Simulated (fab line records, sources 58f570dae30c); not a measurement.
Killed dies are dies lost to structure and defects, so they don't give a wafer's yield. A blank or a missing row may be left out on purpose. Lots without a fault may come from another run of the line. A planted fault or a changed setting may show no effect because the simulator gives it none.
fab line records | flow berkeley_cmos170
record lots=15 wafers=45 last_day=13
route steps=331 shown PLDD@151 CONTACT@224 M1@251 M2@287
lots that met no fault: from a run of the same line without faults
start_h: hours from the record's first day to the start of the lot's first wafer shown | wait_h: hours since the lot's step before | " the same as in the row above | L1.1+2: a row that stands for several wafers | - no value, or no start given | * or withheld: withheld | < > ~ a bound
route shown NAME@n: a module of which the file shows steps, and the number in the route of the first | usual: mean/standard deviation of fault-free wafers | same: alike in all rows | chamber/n: place in a boat | sites: the reading at each site | _std_site: their standard deviation | _edge_site: outer sites' mean less inner sites' | radius_mm: how far each site lies from the wafer's centre | mask NAME#n: copy n | behind: the tool/chamber that last shaped the wafer | hold: why the lot was held/for how many hours/how that ended | device: the transistor (n, p or np) that didn't switch | end of line: the same wafers' tests at the end of the route | a step without rows: its recipe alone | killed: dies lost to structure and defects at the first sort, not the wafer's yield | map: a wafer's dies, x killed, . not, _ none there
set.NAME: the setting as run; set.NAME@STEP: as run at that earlier step | model.NAME: the simulator's own value behind a step, which no gauge read
steps of the route over a sample of lots; a table a step, a row a wafer
services: from which hour (start_h, from the record's first day; less than 0 if before it) a tool's chamber was out of use, for how many hours, and why
## steps
# step UCB170_PLDD_CD_MEAS_06
# recipe target_cd_nm=1200
# usual cd_nm=1200.0/1.7
# columns lot.wafer tool chamber start_h wait_h cd_nm
L790.2 cd_sem-02 - 114.59 - 1201.1
L790.3 " - " " 1199.3
L790.5 " - " " 1200.1
L791.3 cd_sem-01 - 124.88 - 1201.1
L791.4 " - " " 1201.0
L791.5 " - " " 1201.0
L792.2 cd_sem-01 - 139.29 - 1199.6
L792.3 " - " " 1199.0
L792.5 " - " " 1199.5
L794.1 cd_sem-02 - 139.49 - 1201.2
L794.3 " - " " 1201.3
L794.5 " - " " 1201.3
L795.1 cd_sem-02 - 147.33 - 1201.3
L795.2 " - " " 1200.4
L795.3 " - " " 1201.2
L802.1 cd_sem-01 - 195.76 - 1201.6
L802.2 " - " " 1200.8
L802.4 " - " " 1201.7
L803.2 cd_sem-01 - 207.49 - 1199.0
L803.3 " - " " 1199.3
L803.4 " - " " 1199.6
L804.1 cd_sem-02 - 207.58 - 1202.9
L804.2 " - " " 1202.6
L804.3 " - " " 1201.4
L805.1 cd_sem-01 - 211.60 - 1201.0
L805.2 " - " " 1201.4
L805.5 " - " " 1201.2
L807.1 cd_sem-02 - 211.84 - 1199.3
L807.4 " - " " 1198.4
L807.6 " - " " 1197.7
L810.1 cd_sem-02 - 237.73 - 1198.7
L810.2 " - " " 1198.1
L810.3 " - " " 1198.2
L811.1 cd_sem-02 - 238.09 - 1202.7
L811.5 " - " " 1201.8
L811.6 " - " " 1202.1
L809.3 cd_sem-02 - 238.38 - 1199.7
L809.4 " - " " 1198.5
L809.6 " - " " 1199.3
L812.3 cd_sem-02 - 238.62 - 1201.7
L812.4 " - " " 1200.5
L812.5 " - " " 1201.4
L813.1 cd_sem-01 - 254.89 - 1198.6
L813.3 " - " " 1198.8
L813.6 " - " " 1197.7
# step UCB170_CONTACT_RTA_08
# recipe temp_c=900 time_s=10 ambient=N2
# usual lamp_power_pct=24.51/0.069 wafer_temp_C_max=904.3/0.83
# same time_s=10
# columns lot.wafer tool chamber start_h wait_h lamp_power_pct wafer_temp_C_max
L790.2 rtp_anneal-02 0 129.79 0.0 24.58 904.4
L790.3 " 0 " " 24.57 905.5
L790.5 " 0 " " 24.57 903.2
L791.3 rtp_anneal-01 0 142.51 0.0 24.42 903.7
L791.4 " 0 " " 24.48 904.6
L791.5 " 0 " " 24.42 904.4
L794.1 rtp_anneal-01 0 155.03 0.0 24.40 903.6
L794.3 " 0 " " 24.45 904.3
L794.5 " 0 " " 24.44 903.4
L792.2 rtp_anneal-02 0 155.04 0.0 24.50 905.9
L792.3 " 0 " " 24.58 903.6
L792.5 " 0 " " 24.53 904.2
L795.1 rtp_anneal-02 0 165.07 0.0 24.55 905.3
L795.2 " 0 " " 24.55 903.8
L795.3 " 0 " " 24.56 904.6
L802.1 rtp_anneal-02 0 224.77 0.0 24.60 903.0
L802.2 " 0 " " 24.55 904.2
L802.4 " 0 " " 24.58 903.5
L804.1 rtp_anneal-01 0 230.13 0.0 24.41 905.3
L804.2 " 0 " " 24.47 904.1
L804.3 " 0 " " 24.44 904.5
L807.1 rtp_anneal-01 0 230.54 0.0 24.44 903.0
L807.4 " 0 " " 24.44 903.9
L807.6 " 0 " " 24.44 904.7
L803.2 rtp_anneal-02 0 230.74 0.0 24.59 905.5
L803.3 " 0 " " 24.54 904.5
L803.4 " 0 " " 24.52 904.7
L805.1 rtp_anneal-01 0 231.11 0.0 24.41 904.0
L805.2 " 0 " " 24.46 903.6
L805.5 " 0 " " 24.45 904.5
L810.1 rtp_anneal-01 0 253.82 0.0 24.42 903.9
L810.2 " 0 " " 24.41 904.5
L810.3 " 0 " " 24.45 906.0
L811.1 rtp_anneal-02 0 255.92 0.0 24.57 903.8
L811.5 " 0 " " 24.63 905.2
L811.6 " 0 " " 24.55 903.1
L812.3 rtp_anneal-01 0 256.09 0.0 24.42 905.6
L812.4 " 0 " " 24.44 904.5
L812.5 " 0 " " 24.45 904.5
L809.3 rtp_anneal-02 0 256.36 0.0 24.55 904.6
L809.4 " 0 " " 24.57 904.0
L809.6 " 0 " " 24.59 905.2
L813.1 rtp_anneal-01 0 273.36 0.0 24.41 906.1
L813.3 " 0 " " 24.42 904.2
L813.6 " 0 " " 24.39 904.4
# step UCB170_M1_STRIP_13
# recipe chemistry=O2 power_w=400 pressure_mtorr=3500 platen_temp_c=withheld o2_flow_sccm=400 overash_fraction=0.5
# usual chamber_pressure_mTorr=3500/3.3 drypump_motor_current_A=5.7/0.47 oes_product_au=0.720/0.0045
# columns lot.wafer tool chamber start_h wait_h chamber_pressure_mTorr drypump_motor_current_A oes_product_au rf_hours_counter_h
L790.2 plasma_asher-02 1 132.92 0.1 3498 5.4 0.732 38
L790.3 " 1 " " 3499 5.4 0.716 -
L790.5 " 1 " " 3504 5.4 0.714 -
L791.3 plasma_asher-02 0 145.83 0.1 3502 5.2 0.714 -
L791.4 " 1 " " 3502 5.4 0.722 -
L791.5 " 0 " " 3503 5.2 0.724 -
L794.1 plasma_asher-02 1 158.52 0.1 3497 5.4 0.718 41
L794.3 " 0 " " 3505 5.3 0.717 -
L794.5 " 1 " " 3504 5.4 0.711 -
L792.2 plasma_asher-02 0 161.64 0.2 3495 5.2 0.714 41
L792.3 " 1 " " 3493 5.4 0.726 -
L792.5 " 0 " " 3498 5.3 0.728 -
L795.1 plasma_asher-03 1 169.42 0.1 3500 6.0 0.718 41
L795.2 " 0 " " 3497 6.2 0.724 41
L795.3 " 1 " " 3502 6.0 0.721 -
L802.1 plasma_asher-03 0 228.16 0.1 - - - -
L802.2 " 1 " " - - - -
L802.4 " 1 " " - - - -
L804.1 plasma_asher-02 1 234.83 0.1 - - - -
L804.2 " 0 " " - - - -
L804.3 " 0 " " - - - -
L807.1 plasma_asher-03 0 235.07 0.1 3501 6.2 0.723 47
L807.4 " 1 " " 3498 5.9 0.715 -
L807.6 " 0 " " 3499 6.2 0.726 -
L803.2 plasma_asher-02 0 235.19 0.1 - - - -
L803.3 " 0 " " - - - -
L803.4 " 1 " " - - - -
L805.1 plasma_asher-02 0 235.79 0.1 3496 5.2 0.715 48
L805.2 " 1 " " 3498 5.4 0.722 48
L805.5 " 1 " " 3495 5.4 0.722 -
L810.1 plasma_asher-02 1 258.46 0.1 3501 5.4 0.721 51
L810.2 " 0 " " 3505 5.2 0.726 51
L810.3 " 1 " " 3496 5.4 0.722 -
L811.1 plasma_asher-02 1 260.41 0.2 3501 5.4 0.716 52
L811.5 " 1 " " 3496 5.4 0.714 -
L811.6 " 0 " " 3503 5.2 0.718 -
L812.3 plasma_asher-03 0 260.84 0.1 3499 6.2 0.715 -
L812.4 " 1 " " 3496 6.0 0.727 -
L812.5 " 1 " " 3498 6.0 0.722 -
L809.3 plasma_asher-02 1 261.19 0.1 3500 5.4 0.718 -
L809.4 " 0 " " 3497 5.2 0.721 -
L809.6 " 1 " " 3500 5.4 0.719 -
L813.1 plasma_asher-03 1 277.26 0.1 3500 6.0 0.716 52
L813.3 " 0 " " 3493 6.2 0.714 -
L813.6 " 1 " " 3507 5.9 0.723 -
# step UCB170_M2_OVL_MEAS_16
# usual M2_OVL=-2/4.5
# columns lot.wafer tool chamber start_h wait_h M2_OVL[nm]
L790.2 overlay-02 - 143.16 0.1 -3
L790.3 " - " " -5
L790.5 " - " " -10
L791.3 overlay-01 - 155.72 0.1 -3
L791.4 " - " " -3
L791.5 " - " " -5
L794.1 overlay-02 - 170.17 0.1 -3
L794.3 " - " " -4
L794.5 " - " " -3
L792.2 overlay-01 - 170.42 0.1 -10
L792.3 " - " " -10
L792.5 " - " " 0
L795.1 overlay-02 - 179.54 0.1 1
L795.2 " - " " 4
L795.3 " - " " -2
L807.1 overlay-01 - 246.47 0.1 -6
L807.4 " - " " -11
L807.6 " - " " -10
L805.1 overlay-02 - 247.47 0.1 -5
L805.2 " - " " 0
L805.5 " - " " -3
L812.3 overlay-02 - 269.64 0.1 -4
L812.4 " - " " -2
L812.5 " - " " -4
L809.3 overlay-02 - 269.91 0.1 -2
L809.4 " - " " -9
L809.6 " - " " 0
L810.1 overlay-01 - 269.96 0.1 -1
L810.2 " - " " 2
L810.3 " - " " 2
L811.1 overlay-01 - 270.63 0.1 -4
L811.5 " - " " 6
L811.6 " - " " 6
L813.1 overlay-02 - 293.86 0.1 -3
L813.3 " - " " -7
L813.6 " - " " -4
## services
# columns tool chamber start_h hours kind
plasma_asher-02 - 150.46 2.8 pm
plasma_asher-03 - 219.91 0.7 repair
## key
first_sign step=UCB170_M1_STRIP_13 reading=tool_record direction=missing
effect none on later readings
met_at UCB170_M1_STRIP_13
struck_lots L802,L803,L804
later_rows_left_out L802.1,L802.2,L802.4,L803.2,L803.3,L803.4,L804.1,L804.2,L804.3
sort_left_out L802.1,L802.2,L802.4,L803.2,L803.3,L803.4,L804.1,L804.2,L804.3
not_acting_at UCB170_PLDD_CD_MEAS_06,UCB170_CONTACT_RTA_08,UCB170_M2_OVL_MEAS_16
onset_between 169.42 228.16
fault kind=skipped_step_whole tool=plasma_asher-02,plasma_asher-03 chamber=- onset_h=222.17 steps=UCB170_M1_STRIP_13 scope=struck_lots_only
# sort_left_out: the simulated sort isn't trusted on such a fault, so these wafers' sort isn't shown, and their yield isn't known
# later_rows_left_out: the simulator's readings of these wafers behind a module that went badly wrong aren't trusted and aren't shown, but for the sort
